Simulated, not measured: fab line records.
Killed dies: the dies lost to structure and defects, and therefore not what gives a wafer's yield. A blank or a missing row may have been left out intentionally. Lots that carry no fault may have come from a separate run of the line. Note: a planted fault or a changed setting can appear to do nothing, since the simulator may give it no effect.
Matching of chambers | flow berkeleyCmos170 | rieDiel-02 running UCB170_M2_ETCH_17: 4 sister chambers
The step etches BARC in N2/H2. 4 wafers are shown with their chamber, then 7 later ones without.

== EACH WAFER AND ITS CHAMBER ==
wafer  | chamber | throttleValvePct (%)
L543.1 | 2       | 13.46
L547.3 | 1       | 13.10
L550.2 | 0       | 13.42
L550.5 | 3       | 13.49

== WAFERS WHOSE CHAMBER IS MISSING ==
wafer  | throttleValvePct (%)
L550.6 | 13.45
L557.4 | 13.45
L557.5 | 13.41
L557.6 | 13.49
L558.1 | 13.41
L558.2 | 13.11
L558.5 | 13.49

== WHICH CHAMBER EACH WENT THROUGH ==
wafer  | from the rows above | in truth
L550.6 | 2                   | 2
L557.4 | 2                   | 2
L557.5 | 0                   | 0
L557.6 | 3                   | 3
L558.1 | 0                   | 0
L558.2 | 1                   | 1
L558.5 | 3                   | 3
7 of 7 placed correctly. Left unplaced by these rows: 0. Wrongly placed: 0.
How it was worked out, from the rows above alone: a wafer's distance from a chamber is the root of the sum, over the readings, of the square of ((its reading less the chamber's mean) divided by the reading's scatter). The wafer belongs to the nearest chamber; if the next one is less than 2 further off, it can't be placed. For every chamber, the mean is computed from those of its wafers that are shown. The scatter (one wafer shown for each chamber): square how far every hidden wafer sits from the nearest shown wafer, average those squares and take the square root.
